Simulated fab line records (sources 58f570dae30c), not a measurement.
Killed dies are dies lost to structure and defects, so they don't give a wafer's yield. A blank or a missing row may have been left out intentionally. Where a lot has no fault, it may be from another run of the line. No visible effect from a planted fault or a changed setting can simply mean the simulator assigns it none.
One fault seen from 2 desks    flow berkeleyCmos170    each desk has only its own numbers; what lay behind them comes last

## THE TOOL OWNER'S DESK: pvdSputter-03
The tool's own readings at UCB170_M3_SPUTTER_01 (material Al, target thk 900 nm, time 120 s): means of the sampled wafers that have a number, for each lot that ran on this tool. The brackets show how far a lot's mean lies from the usual mean; more than 4 standard deviations puts the lot out of limits, marked OUT.
Columns: A = cathodeDcPowerW at UCB170_M3_SPUTTER_01, usual 6000.0 W; B = throttleValvePct at UCB170_M3_SPUTTER_01, usual 30.0 %
lot   first seen here  A                         B
L903  day 9 10:07      6000.9                    30.2
L904  day 9 10:42      6000.6                    29.3
L908  day 10 15:51     5771.2 (-99 or more) OUT  29.6
L912  day 11 07:23     5771.1 (-99 or more) OUT  29.6
This desk's finding: out of limits on L908, L912; first on L908, day 10 15:51 (cathodeDcPowerW at UCB170_M3_SPUTTER_01). Within limits: L903, L904.

## METROLOGY DESK
Lot by lot, what the gauges showed, no matter which tool ran the lot: averages of those sampled wafers that carry a number. The brackets show how far a lot's mean lies from the usual mean; more than 4 standard deviations puts the lot out of limits, marked OUT.
Columns: A = M3_AL_RS at UCB170_M3_RS_MEAS_02, usual 0.0319 ohm/sq; B = M3_AL_THK at UCB170_M3_THK_MEAS_03, usual 901 nm
lot   first seen here  A       B
L900  day 8 06:33      0.0321  896
L902  day 9 05:01      0.0323  887
L905  day 9 09:28      0.0317  903
L903  day 9 10:12      0.0316  913
L904  day 9 10:47      0.0321  896
L906  day 10 05:48     0.0320  896
L908  day 10 15:57     0.0328  875
L910  day 10 16:17     0.0316  907
L912  day 11 07:29     0.0331  868
L916  day 11 22:40     0.0321  897
L922  day 12 19:22     0.0323  891
L919  day 12 20:34     0.0320  893
L920  day 13 01:02     0.0316  907
L923  day 13 17:51     0.0317  908
Result from this desk: across the 14 lots, nothing is out of limits.

## TAKEN TOGETHER
An alarm could have come from the tool owner's desk at day 10 15:51, on L908, L912.
Metrology desk: nothing out of limits seen.
The metrology desk has L908, L912 on record, within its limits.
Of the lots named, all ran UCB170_M3_SPUTTER_01 on pvdSputter-03.

## WHAT HAD BEEN PUT IN BY THE SIMULATOR
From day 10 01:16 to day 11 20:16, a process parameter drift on pvdSputter-03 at UCB170_M3_SPUTTER_01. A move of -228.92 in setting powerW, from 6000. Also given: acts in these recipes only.
Shown lots that were struck: L908, L912.
Hours from the fault's start to each desk's first reading out of limits: the tool owner's desk, 15.
